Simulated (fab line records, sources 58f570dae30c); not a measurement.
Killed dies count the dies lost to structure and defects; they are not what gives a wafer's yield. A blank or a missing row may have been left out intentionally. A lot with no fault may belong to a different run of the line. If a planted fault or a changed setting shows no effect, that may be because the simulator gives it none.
2 desks looking at one fault -- flow berkeleyCmos170 -- what lay behind the numbers comes last; until then each desk has only its own

AT THE TOOL OWNER'S DESK: krfScanner-02
The tool's own readings at UCB170_CONTACT_EXPOSE_12 (exposes mask CONT, target cd 700 nm): means of the sampled wafers that have a number, for each lot that ran on this tool. The brackets show how far a lot's mean lies from the usual mean; more than 4 standard deviations puts the lot out of limits, marked OUT.
Columns: A = exposureDoseMJCm2 at UCB170_CONTACT_EXPOSE_12, usual 34.99
lot,first seen here,A
L272,day 7 06:15,35.02
L269,day 7 06:56,35.02
L273,day 7 20:36,35.03
L281,day 10 04:31,34.68 (-8.0) OUT
This desk finds L281 out of limits, L281 being first, at day 10 04:31 (exposureDoseMJCm2 at UCB170_CONTACT_EXPOSE_12). L272, L269, L273: within limits.

THE METROLOGY DESK
Lot by lot, what the gauges showed, no matter which tool ran the lot: averages of those sampled wafers that carry a number. The brackets show how far a lot's mean lies from the usual mean; more than 4 standard deviations puts the lot out of limits, marked OUT.
Columns: A = ACTIVE_OVL at UCB170_ACTIVE_OVL_MEAS_14, usual 2 nm; B = PSD_RS at UCB170_SDANNEAL_RS_MEAS_02, usual 75.54 ohm/sq; C = cdNm at UCB170_M3_CD_MEAS_15, usual 700.6 nm
lot,first seen here,A,B,C
L269,day 4 19:30,6,75.30,699.5
L270,day 4 19:37,-1,75.74,701.5
L272,day 4 19:49,6,74.99,700.1
L273,day 5 03:08,3,75.68,700.1
L282,day 7 03:09,2,76.18,699.0
L281,day 7 03:26,1,75.52,700.6
L284,day 7 10:57,-4,75.56,700.5
L285,day 7 10:58,9,75.65,699.9
L287,day 7 16:01,0,75.60,699.5
L290,day 8 08:47,-0,75.81,699.8
L289,day 8 09:07,8,75.53,700.9
L291,day 8 18:32,-8,75.34,701.7
Finding of this desk: none of the 12 lots has anything out of limits.

BROUGHT TOGETHER
The tool owner's desk could have raised an alarm at day 10 04:31, on L281.
At the metrology desk, nothing out of limits was observed.
The metrology desk has L281 on record, within its limits.
UCB170_CONTACT_EXPOSE_12 was run on krfScanner-02 by each of the lots named.

WHAT THE SIMULATOR PUT IN
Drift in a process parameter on krfScanner-02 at UCB170_CONTACT_EXPOSE_12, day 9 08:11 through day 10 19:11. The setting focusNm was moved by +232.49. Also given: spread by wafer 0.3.
Shown lots that were struck: L281.
Time in hours from fault onset to the first out-of-limits reading at each desk: the tool owner's desk, 20.
